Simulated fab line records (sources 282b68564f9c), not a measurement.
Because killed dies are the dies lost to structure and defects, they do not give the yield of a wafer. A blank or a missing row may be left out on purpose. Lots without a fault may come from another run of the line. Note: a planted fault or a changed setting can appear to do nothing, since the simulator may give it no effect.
A struck lot beside a sound one    flow rit cmos    33 steps out of a route of 202
Sound: the wafers L386.2, L386.3, L386.4. The struck wafers were L384.1, L384.2, L384.4. Last of all comes the cause.
Per side, at each step with rows, come the tool, then ch with its chambers, and then its first start. Under that, the readings that differ: sound wafers    struck wafers    difference of the means    sigmas: that difference in standard deviations of wafers without a fault.
alike: readings with means less than 2 such deviations apart, plus words and numbers identical on both sides. not compared: withheld readings, readings lacking a value on some wafer, bounds such as >300 that could conceal the same value, and numbers that have no deviation in the record and whose values overlap.
The two part at a step that has a row with sigmas, a row that says differs or no value, or rows on one side only. When numbers do not overlap yet have no deviation, they are printed without sigmas and do not part them. A reading that every wafer of one side lacks parts them only if that side has two wafers or more.

first, 6 steps without rows for these wafers: RIT_CONTACT_HMDS_02 (prime time 60 s); RIT_CONTACT_COAT_03 (resist thk 1000 nm); RIT_CONTACT_SOFTBAKE_04 (time 60 s); RIT_CONTACT_EXPOSE_05 (exposes mask M11, target cd 1000 nm); RIT_CONTACT_PEB_06; RIT_CONTACT_DEVELOP_07 (develop time 120 s).
RIT_CONTACT_CD_MEAS_08: target cd 1000 nm.
  struck on cd sem-02, day 5 21:07; sound on cd sem-01, day 6 09:11
reading     sound                 struck             difference  sigmas
cd nm (nm)  1003.8 1004.6 1003.2  997.5 997.9 996.6  -6.5        -3
RIT_CONTACT_OVL_MEAS_09:
  struck on overlay-02, day 5 21:14; sound on overlay-01, day 6 09:17
  alike: CONTACT_OVL
then, 1 step without rows for these wafers: RIT_CONTACT_HARDBAKE_10 (time 60 s).
RIT_CONTACT_ETCH_11: etches SiO2 in CHF3/CF4/Ar, stops on TiSi2, target depth 480 nm, time 320 s.
  sound on rie diel-01 ch 0,1,2, day 6 09:28; struck on rie diel-04 ch 1,3, day 5 21:37
  alike: drypump motor current A, oes product au, throttle valve pct
  not compared: rf hours counter h
RIT_CONTACT_STRIP_12: strips in O2, time 180 s.
  sound on plasma asher-01 ch 0,1, day 6 09:40; struck on plasma asher-01 ch 0,1, day 5 21:48
  alike: drypump motor current A
  not compared: rf hours counter h
RIT_CONTACT_CD_MEAS_90: target cd 1000 nm.
  struck on cd sem-02, day 5 21:58; sound on cd sem-01, day 6 09:52
reading     sound                 struck             difference  sigmas
cd nm (nm)  1004.8 1004.1 1003.2  997.6 997.9 996.3  -6.8        -3
RIT_CONTACT_CLEAN_13: cleans in SC1, time 600 s.
  sound on wet bench-01 ch 0, day 6 09:58; struck on wet bench-04 ch 2, day 5 22:05
then, 1 step without rows for these wafers: RIT_CONTACT_CLEAN_14 (cleans in SC2, time 600 s).
RIT_M1_SPUTTER_00: material Al, target thk 400 nm, time 500 s.
  struck on pvd sputter-03, day 5 22:28; sound on pvd sputter-04, day 6 10:20
  alike: throttle valve pct
RIT_M1_RS_MEAS_01: uses a four-point probe to measure.
  struck on film metro-03, day 5 22:46; sound on film metro-03, day 6 10:38
  alike: M1_AL_RS
RIT_M1_THK_MEAS_02: measures by xrf.
  struck on film metro-03, day 5 22:53; sound on film metro-03, day 6 10:45
  alike: M1_AL_THK
then, 6 steps without rows for these wafers: RIT_M1_HMDS_03 (prime time 60 s); RIT_M1_COAT_04 (resist thk 1300 nm); RIT_M1_SOFTBAKE_05 (time 60 s); RIT_M1_EXPOSE_06 (exposes mask M12, target cd 2600 nm); RIT_M1_PEB_07; RIT_M1_DEVELOP_08 (develop time 68 s).
RIT_M1_CD_MEAS_09: target cd 2600 nm.
  struck on cd sem-01, day 5 23:58; sound on cd sem-01, day 6 11:42
  alike: cd nm
RIT_M1_OVL_MEAS_10:
  struck on overlay-02, day 6 00:05; sound on overlay-01, day 6 11:49
  alike: M1_OVL
then, 1 step without rows for these wafers: RIT_M1_HARDBAKE_11 (time 120 s).
RIT_M1_METAL_ETCH_12: etches Al in Cl2/BCl3, stops on SiO2, time 165 s, target depth 600 nm.
  sound on rie metal-03 ch 0,1, day 6 12:05; struck on rie metal-03 ch 0,1, day 6 00:22
  alike: drypump motor current A, oes product au, throttle valve pct
  not compared: rf hours counter h
then, 1 step without rows for these wafers: RIT_M1_STRIP_13 (strips in nmp, time 600 s).
RIT_M1_STRIP_14: strips in O2, time 180 s.
  sound on plasma asher-01 ch 0,1, day 6 12:26; struck on plasma asher-01 ch 0,1, day 6 00:43
  alike: drypump motor current A
  not compared: rf hours counter h
RIT_M1_CD_MEAS_90: target cd 2600 nm.
  struck on cd sem-01, day 6 00:53; sound on cd sem-01, day 6 12:38
  alike: cd nm
then, 1 step without rows for these wafers: RIT_M1_ANNEAL_15 (time 1723 s).
RIT_M1_BOW_MEAS_16:
  struck on film metro-01, day 6 02:31; sound on film metro-01, day 6 15:38
  alike: M1_BOW
RIT_M1_PROBE_99:
  record: rows for the struck wafers here (prober-01, day 6 02:38), none for the sound ones

## WHERE THEY PART
Earliest at RIT_CONTACT_CD_MEAS_08; latest, in this record, at RIT_M1_PROBE_99.

WHY: what had been put in by the simulator
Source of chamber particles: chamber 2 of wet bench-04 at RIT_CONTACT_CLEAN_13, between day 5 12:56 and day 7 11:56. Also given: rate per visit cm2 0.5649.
